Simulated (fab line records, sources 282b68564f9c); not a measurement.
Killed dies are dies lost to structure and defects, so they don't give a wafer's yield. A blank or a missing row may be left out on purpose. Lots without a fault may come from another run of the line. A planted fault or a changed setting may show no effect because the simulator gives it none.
fab line records | flow rit_cmos
record lots=5 wafers=27
route steps=202 shown M1@192
start_h: hours from the record's first day to the start of the lot's first wafer shown | wait_h: hours since the lot's step before | " the same as in the row above | L1.1+2: a row that stands for several wafers | - no value, or no start given | * or withheld: withheld | < > ~ a bound
route shown NAME@n: a module of which the file shows steps, and the number in the route of the first | usual: mean/standard deviation of fault-free wafers | same: alike in all rows | chamber/n: place in a boat | sites: the reading at each site | _std_site: their standard deviation | _edge_site: outer sites' mean less inner sites' | radius_mm: how far each site lies from the wafer's centre | mask NAME#n: copy n | behind: the tool/chamber that last shaped the wafer | hold: why the lot was held/for how many hours/how that ended | device: the transistor (n, p or np) that didn't switch | end of line: the same wafers' tests at the end of the route | a step without rows: its recipe alone | killed: dies lost to structure and defects at the first sort, not the wafer's yield | map: a wafer's dies, x killed, . not, _ none there
set.NAME: the setting as run; set.NAME@STEP: as run at that earlier step | model.NAME: the simulator's own value behind a step, which no gauge read
lots whose settings were changed on purpose; a table a step, a row a wafer
## steps
# step RIT_M1_DEVELOP_08
# recipe resist=NOVOLAK develop_time_s=68 dev_temp_c=23
# columns lot.wafer tool chamber start_h wait_h set.develop_time_s
L075.1+2+6 litho_track-04 0 - - 68
L075.3+4+5 " 0 " " 106.7
L077.1+2+3+4+5+6 litho_track-02 0 - - 68
L078.1+3+6 litho_track-02 0 - - 68
L078.2+4+5 " 0 " " 44.18
L080.1+4+5 litho_track-01 0 - - 68
L080.2+3+6 " 0 " " 44.28
L081.3+5+6 litho_track-02 0 - - 68
# step RIT_M1_CD_MEAS_09
# recipe target_cd_nm=2600
# usual cd_nm=2600.9/2.6
# columns lot.wafer tool chamber start_h wait_h set.develop_time_s@M1_DEVELOP_08 cd_nm
L075.1 cd_sem-01 - 63.34 - 68 2599.9
L075.2 " - " " 68 2599.9
L075.3 " - " " 106.7 2562.1
L075.4 " - " " 106.7 2560.4
L075.5 " - " " 106.7 2562.0
L075.6 " - " " 68 2600.9
L077.1 cd_sem-01 - 71.80 - 68 2603.2
L077.2 " - " " 68 2602.4
L077.3 " - " " 68 2600.1
L077.4 " - " " 68 2601.0
L077.5 " - " " 68 2600.0
L077.6 " - " " 68 2601.1
L078.1 cd_sem-01 - 75.50 - 68 2602.7
L078.2 " - " " 44.18 2647.4
L078.3 " - " " 68 2599.8
L078.4 " - " " 44.18 2645.1
L078.5 " - " " 44.18 2646.3
L078.6 " - " " 68 2601.6
L080.1 cd_sem-02 - 91.28 - 68 2603.9
L080.2 " - " " 44.28 2646.6
L080.3 " - " " 44.28 2646.4
L080.4 " - " " 68 2603.3
L080.5 " - " " 68 2604.7
L080.6 " - " " 44.28 2647.7
L081.3 cd_sem-02 - 95.67 - 68 2602.9
L081.5 " - " " 68 2602.9
L081.6 " - " " 68 2600.7
# step RIT_M1_HARDBAKE_11
# recipe resist=NOVOLAK temp_c=140 time_s=120
# step RIT_M1_METAL_ETCH_12
# recipe stop_on=SiO2 chemistry=Cl2/BCl3 target=Al time_s=165 over_etch_frac=0.5 pressure_mtorr=100 target_depth_a=6000 rf_w=250 Cl2_flow_sccm=60 bcl3_flow_sccm=50
# columns lot.wafer tool chamber start_h wait_h set.develop_time_s@M1_DEVELOP_08 model.M1.cd_nm
L075.1 rie_metal-04 1 63.75 0.2 68 2602
L075.2 " 0 " " 68 2599
L075.3 " 1 " " 106.7 2565
L075.4 " 0 " " 106.7 2560
L075.5 " 0 " " 106.7 2562
L075.6 " 1 " " 68 2604
L077.1 rie_metal-01 1 72.21 0.2 68 2603
L077.2 " 0 " " 68 2599
L077.3 " 1 " " 68 2602
L077.4 " 0 " " 68 2597
L077.5 " 1 " " 68 2600
L077.6 " 0 " " 68 2598
L078.1 rie_metal-04 0 75.91 0.2 68 2602
L078.2 " 1 " " 44.18 2650
L078.3 " 0 " " 68 2601
L078.4 " 1 " " 44.18 2648
L078.5 " 0 " " 44.18 2645
L078.6 " 1 " " 68 2604
L080.1 rie_metal-01 1 91.69 0.2 68 2610
L080.2 " 0 " " 44.28 2645
L080.3 " 1 " " 44.28 2652
L080.4 " 0 " " 68 2600
L080.5 " 1 " " 68 2609
L080.6 " 0 " " 44.28 2647
L081.3+5 rie_metal-04 1 96.09 0.2 68 2605
L081.6 " 0 " " 68 2601
# step RIT_M1_STRIP_13
# recipe chemistry=nmp resist=NOVOLAK temp_c=80 time_s=590 dry=n2_spin
# step RIT_M1_STRIP_14
# recipe chemistry=O2 time_s=180 platen_temp_c=withheld power_w=500 pressure_mtorr=4000 o2_flow_sccm=4000
# step RIT_M1_CD_MEAS_90
# recipe target_cd_nm=2600
# usual cd_nm=2600/3.7
# columns lot.wafer tool chamber start_h wait_h set.develop_time_s@M1_DEVELOP_08 cd_nm
L075.1 cd_sem-02 - 64.29 0.1 68 2602
L075.2 " - " " 68 2599
L075.3 " - " " 106.7 2565
L075.4 " - " " 106.7 2560
L075.5 " - " " 106.7 2562
L075.6 " - " " 68 2604
L077.1 cd_sem-02 - 72.75 0.1 68 2603
L077.2 " - " " 68 2599
L077.3 " - " " 68 2602
L077.4 " - " " 68 2597
L077.5 " - " " 68 2600
L077.6 " - " " 68 2597
L078.1 cd_sem-02 - 76.43 0.1 68 2602
L078.2 " - " " 44.18 2650
L078.3 " - " " 68 2601
L078.4 " - " " 44.18 2648
L078.5 " - " " 44.18 2645
L078.6 " - " " 68 2604
L080.1 cd_sem-02 - 92.22 0.1 68 2610
L080.2 " - " " 44.28 2645
L080.3 " - " " 44.28 2652
L080.4 " - " " 68 2600
L080.5 " - " " 68 2609
L080.6 " - " " 44.28 2647
L081.3 cd_sem-02 - 96.59 0.1 68 2605
L081.5 " - " " 68 2605
L081.6 " - " " 68 2601
# step RIT_M1_ANNEAL_15
# recipe temp_c=450 time_s=1800 ambient=forming_gas_H2N2
# step RIT_M1_PROBE_99
# usual killed_at_front_end=8/3.5 killed_dies=8/3.5 killed_open=3.7/2.4 killed_short=4.0/2
# same gross_dies=264 killed_at_M0_to_M3=0 killed_at_M4_up=0 killed_at_back_side=0 killed_at_contacts=0 killed_at_other=0
# columns lot.wafer tool chamber start_h wait_h set.time_s@GATE_CVD_08 killed_at_front_end killed_dies killed_open killed_short model.etest.nmos_turned.drive_ua_um
L075.1 prober-01 - 66.78 0.1 2220 5 5 3 2 314.9
L075.2 prober-01 - 66.83 0.1 2220 6 6 2 4 345.9
L075.3 prober-01 - 66.88 0.2 2220 7 7 4 3 343.6
L075.4 prober-01 - 66.93 0.2 2220 9 9 5 4 313.8
L075.5 prober-01 - 66.98 0.2 2220 6 6 2 4 316.2
L075.6 prober-01 - 67.03 0.2 2220 6 6 3 3 327.9
L077.1 prober-01 - 76.42 0.1 1430 5 5 1 4 -
L077.2 prober-01 - 76.47 0.1 1430 10 10 4 6 -
L077.3 prober-01 - 76.52 0.2 1430 7 7 3 4 -
L077.4 prober-01 - 76.57 0.2 1430 10 10 5 5 -
L077.5 prober-01 - 76.62 0.2 1430 6 6 2 4 487.8
L077.6 prober-01 - 76.67 0.2 1430 10 10 3 7 -
L078.1 prober-02 - 79.01 0.1 1502 8 8 3 5 445.6
L078.2 prober-02 - 79.06 0.1 1502 12 12 8 4 -
L078.3 prober-02 - 79.11 0.2 1502 10 10 6 4 -
L078.4 prober-02 - 79.16 0.2 1502 14 14 10 4 -
L078.5 prober-02 - 79.21 0.2 1502 9 9 4 5 -
L078.6 prober-02 - 79.26 0.2 1502 7 7 4 3 -
L080.1 prober-02 - 93.96 0.1 902.7 4 4 3 1 -
L080.2 prober-02 - 94.01 0.1 902.7 5 5 2 3 -
L080.3 prober-02 - 94.06 0.2 902.7 1 1 0 1 -
L080.4 prober-02 - 94.11 0.2 902.7 9 9 4 5 -
L080.5 prober-02 - 94.16 0.2 902.7 10 10 2 8 -
L080.6 prober-02 - 94.21 0.2 902.7 6 6 4 2 -
L081.3 prober-01 - 98.80 0.2 2220 10 10 5 5 304.3
L081.5 prober-01 - 98.90 0.2 2220 6 6 4 2 305.1
L081.6 prober-01 - 98.95 0.2 2220 5 5 2 3 304.2
# killed by level:class
L075.1 FOX2:geometric_particle:open=2 GATE:geometric_particle:open=1 GATE:geometric_particle:short=1 REOX:geometric_particle:short=1
L075.2 GATE:geometric_particle:short=3 GATE:geometric_particle:open=2 SPACER:geometric_particle:short=1
L075.3 REOX:geometric_particle:open=2 REOX:geometric_particle:short=2 FOX1:geometric_particle:open=1 GATE:geometric_particle:open=1 SPACER:geometric_particle:short=1
L075.4 GATE:geometric_particle:short=2 REOX:geometric_particle:open=2 FOX2:geometric_particle:open=1 FOX2:geometric_particle:short=1 GATE:geometric_particle:open=1 SPACER:geometric_particle:open=1 SILICIDE:geometric_particle:short=1
L075.5 SILICIDE:geometric_particle:short=2 FOX1:geometric_particle:open=1 GATE:geometric_particle:short=1 GATE:geometric_particle:open=1 REOX:geometric_particle:short=1
L075.6 GATE:geometric_particle:open=2 FOX1:geometric_particle:short=1 GATE:geometric_particle:short=1 REOX:geometric_particle:open=1 SPACER:geometric_particle:short=1
L077.1 SILICIDE:geometric_particle:short=2 FOX1:geometric_particle:short=1 REOX:geometric_particle:short=1 SPACER:geometric_particle:open=1
L077.2 GATE:geometric_particle:short=2 SPACER:geometric_particle:short=2 FOX1:geometric_particle:open=1 GATE:geometric_particle:open=1 REOX:geometric_particle:short=1 SPACER:geometric_particle:open=1 SILICIDE:geometric_particle:short=1 SILICIDE:geometric_particle:open=1
L077.3 FOX1:geometric_particle:short=1 FOX2:geometric_particle:open=1 GATE:geometric_particle:short=1 REOX:geometric_particle:short=1 REOX:geometric_particle:open=1 SPACER:geometric_particle:short=1 SILICIDE:geometric_particle:open=1
L077.4 FOX1:geometric_particle:short=2 REOX:geometric_particle:open=2 FOX1:geometric_particle:open=1 GATE:geometric_particle:open=1 GATE:geometric_particle:short=1 SPACER:geometric_particle:short=1 SPACER:geometric_particle:open=1 SILICIDE:geometric_particle:short=1
L077.5 FOX1:geometric_particle:open=2 FOX1:geometric_particle:short=2 REOX:geometric_particle:short=1 SILICIDE:geometric_particle:short=1
L077.6 REOX:geometric_particle:short=3 GATE:geometric_particle:short=2 FOX1:geometric_particle:open=1 FOX1:geometric_particle:short=1 REOX:geometric_particle:open=1 SILICIDE:geometric_particle:open=1 SILICIDE:geometric_particle:short=1
L078.1 GATE:geometric_particle:short=3 REOX:geometric_particle:short=2 GATE:geometric_particle:open=1 REOX:geometric_particle:open=1 SPACER:geometric_particle:open=1
L078.2 GATE:geometric_particle:open=4 REOX:geometric_particle:open=3 GATE:geometric_particle:short=2 REOX:geometric_particle:short=1 SPACER:geometric_particle:open=1 SPACER:geometric_particle:short=1
L078.3 GATE:geometric_particle:open=5 GATE:geometric_particle:short=2 FOX1:geometric_particle:short=1 FOX1:geometric_particle:open=1 REOX:geometric_particle:short=1
L078.4 GATE:geometric_particle:open=7 GATE:geometric_particle:short=2 REOX:geometric_particle:open=2 FOX1:geometric_particle:short=1 SPACER:geometric_particle:short=1 SPACER:geometric_particle:open=1
L078.5 GATE:geometric_particle:short=2 GATE:geometric_particle:open=2 FOX1:geometric_particle:short=1 FOX1:geometric_particle:open=1 FOX2:geometric_particle:short=1 REOX:geometric_particle:short=1 SILICIDE:geometric_particle:open=1
L078.6 GATE:geometric_particle:open=2 FOX1:geometric_particle:open=1 FOX2:geometric_particle:short=1 REOX:geometric_particle:short=1 REOX:geometric_particle:open=1 SPACER:geometric_particle:short=1
L080.1 GATE:geometric_particle:open=2 GATE:geometric_particle:short=1 SPACER:geometric_particle:open=1
L080.2 FOX1:geometric_particle:short=2 FOX1:geometric_particle:open=1 GATE:geometric_particle:short=1 GATE:geometric_particle:open=1
L080.3 SPACER:geometric_particle:short=1
L080.4 GATE:geometric_particle:open=3 SILICIDE:geometric_particle:short=2 GATE:geometric_particle:short=1 REOX:geometric_particle:short=1 SPACER:geometric_particle:short=1 SILICIDE:geometric_particle:open=1
L080.5 GATE:geometric_particle:short=3 REOX:geometric_particle:short=2 SPACER:geometric_particle:short=2 FOX2:geometric_particle:short=1 REOX:geometric_particle:open=1 SILICIDE:geometric_particle:open=1
L080.6 FOX2:geometric_particle:open=2 GATE:geometric_particle:open=2 GATE:geometric_particle:short=1 REOX:geometric_particle:short=1
L081.3 SPACER:geometric_particle:open=4 GATE:geometric_particle:short=3 FOX1:geometric_particle:short=1 REOX:geometric_particle:open=1 SILICIDE:geometric_particle:short=1
L081.5 GATE:geometric_particle:open=2 SPACER:geometric_particle:open=2 SPACER:geometric_particle:short=2
L081.6 GATE:geometric_particle:short=2 FOX1:geometric_particle:open=1 SPACER:geometric_particle:open=1 SILICIDE:geometric_particle:short=1
## key
split step=RIT_M1_DEVELOP_08 setting=develop_time_s stated=68 by=wafer
response step=RIT_M1_CD_MEAS_09 reading=cd_nm change=-0.929 per=1% r=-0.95
response step=RIT_M1_METAL_ETCH_12 reading=model.M1.cd_nm change=-0.927 per=1% r=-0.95
response step=RIT_M1_CD_MEAS_90 reading=cd_nm change=-0.929 per=1% r=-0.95
split outside_this_file step=RIT_GATE_CVD_08 setting=time_s
# split outside_this_file: this setting was split too, and the file shows its column; the key of that split is in another file
